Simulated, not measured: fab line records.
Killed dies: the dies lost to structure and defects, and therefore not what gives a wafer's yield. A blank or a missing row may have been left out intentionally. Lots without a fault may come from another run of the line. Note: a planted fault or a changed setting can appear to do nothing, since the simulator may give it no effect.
A struck lot beside a sound one || flow rit cmos || 15 out of 202 route steps
Sound: the wafers L394.3, L394.4, L394.6. Struck: wafers L406.1, L406.2, L406.6. The cause is named last.
Each step with rows lists, per side, the tool, then ch with its chambers, then its first start. Under that, the readings that differ: sound wafers || struck wafers || difference of the means || sigmas: that difference in standard deviations of wafers without a fault.
alike: readings with means less than 2 such deviations apart, plus words and numbers identical on both sides. not compared: withheld readings, readings lacking a value on some wafer, bounds such as >300 that could conceal the same value, and numbers that have no deviation in the record and whose values overlap.
The two part at a step that has a row with sigmas, a row that says differs or no value, or rows on one side only. When numbers do not overlap yet have no deviation, they are printed without sigmas and do not part them. Lack of a reading on every wafer of one side parts them only where that side has two or more wafers.

first, 2 steps without rows for these wafers: RIT_PRETRO_HARDBAKE_07 (time 120 s); RIT_PRETRO_IMPLANT_08.
RIT_PRETRO_STRIP_09: strips in O2, time 180 s.
  sound on plasma asher-02 ch 0,1, day 2 09:03; struck on plasma asher-01 ch 0,1, day 4 19:39
  alike: drypump motor current A
  not compared: rf hours counter h
RIT_PRETRO_TW_MEAS_10:
  struck on film metro-01, day 4 19:49; sound on film metro-02, day 2 09:11
  alike: PRETRO_TW
then, 5 steps without rows for these wafers: RIT_GATE_WET_ETCH_00 (etches SiO2 in BOE, target depth 56 nm, time 60 s); RIT_GATE_CLEAN_01 (cleans in SC1, time 600 s); RIT_GATE_CLEAN_02 (cleans in dHF, time 30 s); RIT_GATE_CLEAN_03 (cleans in SC2, time 600 s); RIT_GATE_CLEAN_04 (cleans in dHF, time 60 s).
RIT_FOX2_THK_MEAS_91:
  struck on film metro-03, day 4 20:18; sound on film metro-02, day 2 09:42
  alike: FIELD_OXIDE_LEFT_2_THK
then, 2 steps without rows for these wafers: RIT_GATE_OXIDATION_05 (target thk 3 nm, ox time 270 s); RIT_GATE_ANNEAL_06 (time 600 s).
RIT_GATE_THK_MEAS_07:
  struck on film metro-02, day 4 21:41; sound on film metro-01, day 2 11:05
{"reading": "GATE_OXIDE_THK (nm)", "sound": "3.01 3.02 3.04", "struck": "3.80 3.80 3.80", "difference": "+0.78", "sigmas": "+14"}
then, 1 step without rows for these wafers: RIT_GATE_CVD_08 (deposits poly-Si from SiH4, target thk 250 nm, time 2220 s).
RIT_M1_PROBE_99:
  struck on prober-01, day 5 21:11; sound on prober-01, day 3 15:09
{"reading": "killed at contacts", "sound": "2 2 0", "struck": "0 0 0", "difference": -1, "sigmas": -4}
  alike: killed at front end, killed dies, killed open, killed short

WHERE THEY PART
Earliest at RIT_GATE_THK_MEAS_07; latest, in this record, at RIT_M1_PROBE_99.

WHY: the cause the simulator had injected
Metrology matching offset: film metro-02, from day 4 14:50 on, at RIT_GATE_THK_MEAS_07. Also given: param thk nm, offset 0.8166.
